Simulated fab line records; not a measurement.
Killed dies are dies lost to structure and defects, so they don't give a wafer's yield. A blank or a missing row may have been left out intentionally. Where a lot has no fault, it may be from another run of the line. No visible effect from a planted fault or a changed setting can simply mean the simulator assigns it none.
Comparing a struck lot with a sound one    flow rit cmos    39 out of 202 route steps
Sound: wafers L230.1, L230.3, L230.6. Struck: wafers L232.4, L232.5, L232.6. Last of all comes the cause.
Order at every step that has rows: each side's tool, ch and its chambers, its first start. Under that, the readings that differ: sound wafers    struck wafers    difference of the means    sigmas: that difference in standard deviations of wafers without a fault.
alike: a reading whose means differ by less than 2 such deviations, as well as words and numbers matching on both sides. not compared: withheld readings; readings where some wafer has no value; bounds like >300 that might hide an equal value; numbers whose values overlap and for which the record gives no deviation.
A row with sigmas, a row that says differs or no value, or rows on one side alone: a step with any of these is where the two part. Non-overlapping numbers with no deviation appear without sigmas and do not part them. A reading that every wafer of one side lacks parts them only if that side has two wafers or more.

first, 3 steps without rows for these wafers: RIT_GATE_EXPOSE_13 (exposes mask M6, target cd 150 nm); RIT_GATE_PEB_14; RIT_GATE_DEVELOP_15 (develop time 51.16 s).
RIT_GATE_CD_MEAS_16: target cd 150 nm.
  sound on cd sem-02, day 3 10:37; struck on cd sem-02, day 3 18:43
  alike: cd nm
RIT_GATE_OVL_MEAS_17:
  sound on overlay-01, day 3 10:44; struck on overlay-01, day 3 18:47
  alike: GATE_OVL
then, 1 step without rows for these wafers: RIT_GATE_HARDBAKE_18 (time 60 s).
RIT_GATE_ETCH_19: etches poly-Si in SF6/CHF3/O2, stops on SiO2, time 165 s, target depth 312.5 nm.
  sound on rie si-01 ch 0,3, day 3 10:55; struck on rie si-01 ch 1,2,3, day 3 18:58
  alike: drypump motor current A, oes product au, throttle valve pct
  not compared: rf hours counter h
RIT_GATE_STRIP_20: strips in O2, time 180 s.
  sound on plasma asher-01 ch 1, day 3 11:01; struck on plasma asher-03 ch 0,1, day 3 19:07
  alike: drypump motor current A
  not compared: rf hours counter h
RIT_GATE_CD_MEAS_90: target cd 150 nm.
  sound on cd sem-02, day 3 11:17; struck on cd sem-01, day 3 19:19
  alike: cd nm
then, 3 steps without rows for these wafers: RIT_REOX_CLEAN_00 (cleans in SC1, time 600 s); RIT_REOX_CLEAN_01 (cleans in dHF, time 30 s); RIT_REOX_CLEAN_02 (cleans in SC2, time 600 s).
RIT_REOX_OXIDATION_03: target thk 25.2 nm, ox time 5580 s.
  sound on furnace-03 ch 0, day 3 11:46; struck on furnace-01 ch 0, day 3 19:45
reading                                      sound                struck             difference  sigmas
spike tc centre C (C)                        902.2 903.0 902.7    919.1 920.4 918.1  +16.6       +13
spike tc load C (C)                          926.7 926.1 925.8    937.8 937.0 934.5  +10.2       +4
spike tc source C (C)                        918.4 920.3 918.7    935.7 935.2 937.0  +16.8       +6
tube center temp C (C)                       900.01 900.13 900.1  915 914.88 915.1   +15         +99 or more
tube_center_temp_C_max                       901.7 903.0 902.5    917.1 917.5 917.5  +15.0       +39
model.SiO2_of_REOX_OXIDATION_03.thk nm (nm)  24.15 24.51 24.66    28.97 29.06 28.9   +4.54       
  alike: zone power load pct
RIT_REOX_THK_MEAS_04:
  sound on film metro-02, day 3 14:19; struck on film metro-04, day 3 22:20
reading              sound           struck          difference  sigmas
REOX_OXIDE_THK (nm)  24.1 24.5 24.7  29.0 29.1 28.9  +4.6        +10
then, 6 steps without rows for these wafers: RIT_NLDD_HMDS_00 (prime time 60 s); RIT_NLDD_COAT_01 (resist thk 1000 nm); RIT_NLDD_SOFTBAKE_02 (time 60 s); RIT_NLDD_EXPOSE_03 (exposes mask M7, target cd 40700 nm); RIT_NLDD_PEB_04; RIT_NLDD_DEVELOP_05 (develop time 47.73 s).
RIT_NLDD_OVL_MEAS_06:
  sound on overlay-01, day 3 15:14; struck on overlay-02, day 3 23:28
reading        sound           struck         difference  sigmas
NLDD_OVL (nm)  -5.1 -4.3 -5.4  0.0 -1.6 -1.7  +3.8        +2
then, 2 steps without rows for these wafers: RIT_NLDD_HARDBAKE_07 (time 60 s); RIT_NLDD_IMPLANT_08.
RIT_NLDD_STRIP_09: strips in O2, time 180 s.
  sound on plasma asher-02 ch 1, day 3 15:34; struck on plasma asher-02 ch 0,1, day 3 23:51
  alike: drypump motor current A
  not compared: rf hours counter h
RIT_NLDD_TW_MEAS_10:
  sound on film metro-02, day 3 15:44; struck on film metro-02, day 4 00:00
  alike: NLDD_TW
then, 6 steps without rows for these wafers: RIT_PLDD_HMDS_00 (prime time 60 s); RIT_PLDD_COAT_01 (resist thk 1000 nm); RIT_PLDD_SOFTBAKE_02 (time 60 s); RIT_PLDD_EXPOSE_03 (exposes mask M8, target cd 40900 nm); RIT_PLDD_PEB_04; RIT_PLDD_DEVELOP_05 (develop time 50 s).
RIT_PLDD_OVL_MEAS_06:
  sound on overlay-01, day 3 16:39; struck on overlay-02, day 4 01:01
  alike: PLDD_OVL
then, 2 steps without rows for these wafers: RIT_PLDD_HARDBAKE_07 (time 60 s); RIT_PLDD_IMPLANT_08.
RIT_PLDD_STRIP_09: strips in O2, time 180 s.
  sound on plasma asher-02 ch 1, day 3 16:59; struck on plasma asher-04 ch 0,1, day 4 01:24
  alike: drypump motor current A
  not compared: rf hours counter h
RIT_PLDD_TW_MEAS_10:
  sound on film metro-04, day 3 17:10; struck on film metro-04, day 4 01:32
  alike: PLDD_TW
RIT_SPACER_CLEAN_00: cleans in SC1, time 600 s.
  sound on wet bench-01 ch 2, day 3 17:13; struck on wet bench-02 ch 2, day 4 01:34
reading                                      sound              struck             difference  sigmas
model.SiO2_of_REOX_OXIDATION_03.thk nm (nm)  22.27 22.61 22.74  26.75 26.83 26.69  +4.22       
then, 1 step without rows for these wafers: RIT_SPACER_CLEAN_01 (cleans in dHF, time 30 s).
RIT_M1_PROBE_99:
  sound on prober-02, day 4 06:25; struck on prober-02, day 4 15:24
reading                              sound              struck             difference  sigmas
model.etest.pmos turned.r on ohm um  3255 3318 3315     4233 4300 4083     +909        
model.etest.pmos_0p3.r on ohm um     6033 6128 6230     6546 6566 6378     +366        
model.etest.pmos_0p15.r on ohm um    2610 2694 2685     3112 3177 3036     +445        
model.etest.pldd.rs ohm sq           470.7 491.9 501.1  763.8 773.8 753.9  +275.9      
model.etest.nmos_0p3.r on ohm um     2092 2129 2130     2232 2280 2209     +123        
model.etest.nmos_0p15.r on ohm um    1072 1108 1089     1237 1274 1217     +153        
model.etest.nmos turned.drive ua um  355.4 347.2 353.8  230.9 223.2 234.4  -122.6      
model.etest.nldd.rs ohm sq           349.4 356.2 357.3  476.5 482.2 473.4  +123.1      
  alike: killed_at_M0_to_M3, killed at contacts, killed at front end, killed dies, killed open, killed short

WHERE THEY PART
Last at RIT_NLDD_OVL_MEAS_06 as far as this record goes, first at RIT_REOX_OXIDATION_03. Later steps at which nothing parts them and some readings are alike: RIT_NLDD_STRIP_09, RIT_NLDD_TW_MEAS_10, RIT_PLDD_OVL_MEAS_06, RIT_PLDD_STRIP_09, RIT_PLDD_TW_MEAS_10, RIT_M1_PROBE_99.

WHY: whatever the simulator had introduced
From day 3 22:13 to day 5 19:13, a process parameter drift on furnace-01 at RIT_REOX_OXIDATION_03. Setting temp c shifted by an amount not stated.
